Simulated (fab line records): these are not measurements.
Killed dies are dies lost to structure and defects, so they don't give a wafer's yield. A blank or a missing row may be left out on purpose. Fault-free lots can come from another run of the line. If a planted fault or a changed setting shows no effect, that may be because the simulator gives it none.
Matching of chambers || flow berkeley-cmos170 || UCB170_NWELL_WET_ETCH_18 on wet-bench-01 has 3 sister chambers
The step etches Si3N4 in H3PO4, time 14400 s. 16 wafers are shown with their chamber, then 5 later ones without.

== WAFERS WITH THEIR CHAMBER ==
{"wafer": "L695.1", "chamber": 2, "bath-guard-temp-C (C)": 160.7, "bath-heat-duty-pct (%)": 26.9}
{"wafer": "L695.2", "chamber": 2, "bath-guard-temp-C (C)": 160.4, "bath-heat-duty-pct (%)": 28.6}
{"wafer": "L695.3", "chamber": 2, "bath-guard-temp-C (C)": 160.8, "bath-heat-duty-pct (%)": 28.0}
{"wafer": "L698.2", "chamber": 2, "bath-guard-temp-C (C)": 160.5, "bath-heat-duty-pct (%)": 26.0}
{"wafer": "L698.3", "chamber": 2, "bath-guard-temp-C (C)": 160.2, "bath-heat-duty-pct (%)": 26.8}
{"wafer": "L698.5", "chamber": 2, "bath-guard-temp-C (C)": 160.8, "bath-heat-duty-pct (%)": 27.1}
{"wafer": "L700.1", "chamber": 1, "bath-guard-temp-C (C)": 159.4, "bath-heat-duty-pct (%)": 27.9}
{"wafer": "L700.4", "chamber": 1, "bath-guard-temp-C (C)": 158.8, "bath-heat-duty-pct (%)": 26.6}
{"wafer": "L700.5", "chamber": 1, "bath-guard-temp-C (C)": 159.1, "bath-heat-duty-pct (%)": 28.6}
{"wafer": "L707.1", "chamber": 0, "bath-guard-temp-C (C)": 160.1, "bath-heat-duty-pct (%)": 27.7}
{"wafer": "L707.2", "chamber": 0, "bath-guard-temp-C (C)": 160.7, "bath-heat-duty-pct (%)": 26.8}
{"wafer": "L707.6", "chamber": 0, "bath-guard-temp-C (C)": 160.4, "bath-heat-duty-pct (%)": 28.5}
{"wafer": "L711.1", "chamber": 1, "bath-guard-temp-C (C)": 158.8, "bath-heat-duty-pct (%)": 29.3}
{"wafer": "L711.2", "chamber": 1, "bath-guard-temp-C (C)": 159.0, "bath-heat-duty-pct (%)": 26.2}
{"wafer": "L711.3", "chamber": 1, "bath-guard-temp-C (C)": 159.3, "bath-heat-duty-pct (%)": 29.2}
{"wafer": "L713.1", "chamber": 2, "bath-guard-temp-C (C)": 160.4, "bath-heat-duty-pct (%)": 26.5}

SIGNATURES, as means of the wafers listed above
{"reading": "bath-guard-temp-C", "chamber 0": 160.400, "chamber 1": 159.067, "chamber 2": 160.543, "scatter within a chamber": 0.25}
{"reading": "bath-heat-duty-pct", "chamber 0": 27.667, "chamber 1": 27.967, "chamber 2": 27.129, "scatter within a chamber": 1.07}
Rule: distance of a wafer from a chamber = root of the sum over the readings of ((wafer's reading minus chamber's mean) / reading's scatter) squared. The wafer belongs to the nearest chamber; if the next one is less than 2 further off, it can't be placed. The scatter is the square root of a quotient: the sum, over the shown wafers, of each reading's squared deviation from its chamber's mean, divided by wafers minus chambers.

== WAFERS MISSING THEIR CHAMBER ==
{"wafer": "L713.4", "bath-guard-temp-C (C)": 160.1, "bath-heat-duty-pct (%)": 26.3}
{"wafer": "L713.6", "bath-guard-temp-C (C)": 160.3, "bath-heat-duty-pct (%)": 26.2}
{"wafer": "L714.1", "bath-guard-temp-C (C)": 160.5, "bath-heat-duty-pct (%)": 26.9}
{"wafer": "L714.4", "bath-guard-temp-C (C)": 160.2, "bath-heat-duty-pct (%)": 29.1}
{"wafer": "L714.6", "bath-guard-temp-C (C)": 160.4, "bath-heat-duty-pct (%)": 27.4}

== THE CHAMBER EACH PASSED THROUGH ==
{"wafer": "L713.4", "from the rows above": "can't be placed: 0 or 2", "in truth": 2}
{"wafer": "L713.6", "from the rows above": "can't be placed: 2 or 0", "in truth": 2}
{"wafer": "L714.1", "from the rows above": "can't be placed: 2 or 0", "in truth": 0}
{"wafer": "L714.4", "from the rows above": "can't be placed: 0 or 2", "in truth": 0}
{"wafer": "L714.6", "from the rows above": "can't be placed: 0 or 2", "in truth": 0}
Correctly placed: 0 of 5. Cannot be placed on the basis of these rows: 5; the candidates contain the true chamber in 5. Wrongly placed: 0.
